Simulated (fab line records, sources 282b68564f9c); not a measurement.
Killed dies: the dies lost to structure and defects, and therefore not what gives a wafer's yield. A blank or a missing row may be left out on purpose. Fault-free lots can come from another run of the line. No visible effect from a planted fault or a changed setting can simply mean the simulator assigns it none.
One fault seen from 2 desks + flow rit_cmos + each desk has only its own numbers; what lay behind them comes last

FOR THE TOOL OWNER'S DESK: litho_track-03
The tool's own readings at RIT_NLDD_DEVELOP_05 (develop time 50 s): means of the sampled wafers that have a number, for each lot that ran on this tool. A lot is out of limits, marked OUT, if its mean lies more than 4 standard deviations from the usual mean; the brackets give that distance.
Columns: A = developer_temp_C at RIT_NLDD_DEVELOP_05, usual 23.01 C; B = resist_line_temp_C at RIT_NLDD_DEVELOP_05, usual 22.99 C
| lot  | first seen here | A               | B     |
|------|-----------------|-----------------|-------|
| L969 | day 3 04:00     | 23.23           | 23.05 |
| L970 | day 3 08:00     | 23.08           | 22.96 |
| L977 | day 4 20:00     | 23.04           | 22.86 |
| L980 | day 5 12:00     | 23.01           | 22.98 |
| L987 | day 6 21:00     | 25.30 (+21) OUT | 23.03 |
| L988 | day 7 02:00     | 25.42 (+22) OUT | 23.01 |
| L989 | day 7 07:00     | 25.36 (+21) OUT | 23.03 |
This desk finds L987, L988, L989 out of limits, L987 being first, at day 6 21:00 (developer_temp_C at RIT_NLDD_DEVELOP_05). Within limits: L969, L970, L977, L980.

AT THE METROLOGY DESK
Means of the sampled wafers that have a number, per lot and without regard to the tool the lot ran on: this is what the gauges read. A lot is out of limits, marked OUT, if its mean lies more than 4 standard deviations from the usual mean; the brackets give that distance.
Columns: A = NWELL_RS at RIT_WELLDRIVE_RS_MEAS_01, usual 275.9 ohm/sq; B = PLDD_OVL at RIT_PLDD_OVL_MEAS_06, usual 0.2 nm
| lot  | first seen here | A     | B    |
|------|-----------------|-------|------|
| L967 | day 2 05:58     | 275.5 | 2.8  |
| L969 | day 2 14:09     | 276.5 | 2.0  |
| L970 | day 2 19:47     | 275.2 | 0.6  |
| L972 | day 3 06:57     | 276.2 | 0.7  |
| L973 | day 3 10:56     | 276.2 | -0.6 |
| L975 | day 3 19:44     | 275.0 | 0.4  |
| L976 | day 4 01:41     | 276.0 | 3.4  |
| L977 | day 4 06:27     | 276.3 | -0.9 |
| L978 | day 4 11:32     | 275.2 | -0.4 |
| L979 | day 4 16:48     | 275.6 | 0.7  |
| L980 | day 4 21:34     | 276.3 | -0.8 |
| L986 | day 6 05:00     | 276.4 | -0.3 |
| L987 | day 6 08:19     | 275.5 | 0.3  |
| L988 | day 6 13:56     | 276.2 | -0.7 |
| L989 | day 6 18:52     | 276.8 | -0.6 |
This desk's verdict: no lot among the 15 shows anything out of limits.

ALL TOGETHER
At day 6 21:00, on L987, L988, L989, the tool owner's desk was in a position to raise an alarm.
Nothing out of limits was seen by the metrology desk.
The metrology desk holds a record of L987, L988, L989, inside its limits.
RIT_NLDD_DEVELOP_05 was run on litho_track-03 by each of the lots named.

WHAT HAD BEEN PUT IN BY THE SIMULATOR
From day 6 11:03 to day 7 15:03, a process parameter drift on litho_track-03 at RIT_NLDD_DEVELOP_05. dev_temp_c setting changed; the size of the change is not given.
Shown lots that were struck: L987, L988, L989.
How many hours passed from the start of the fault until each desk's first out-of-limits reading: the tool owner's desk, 10.
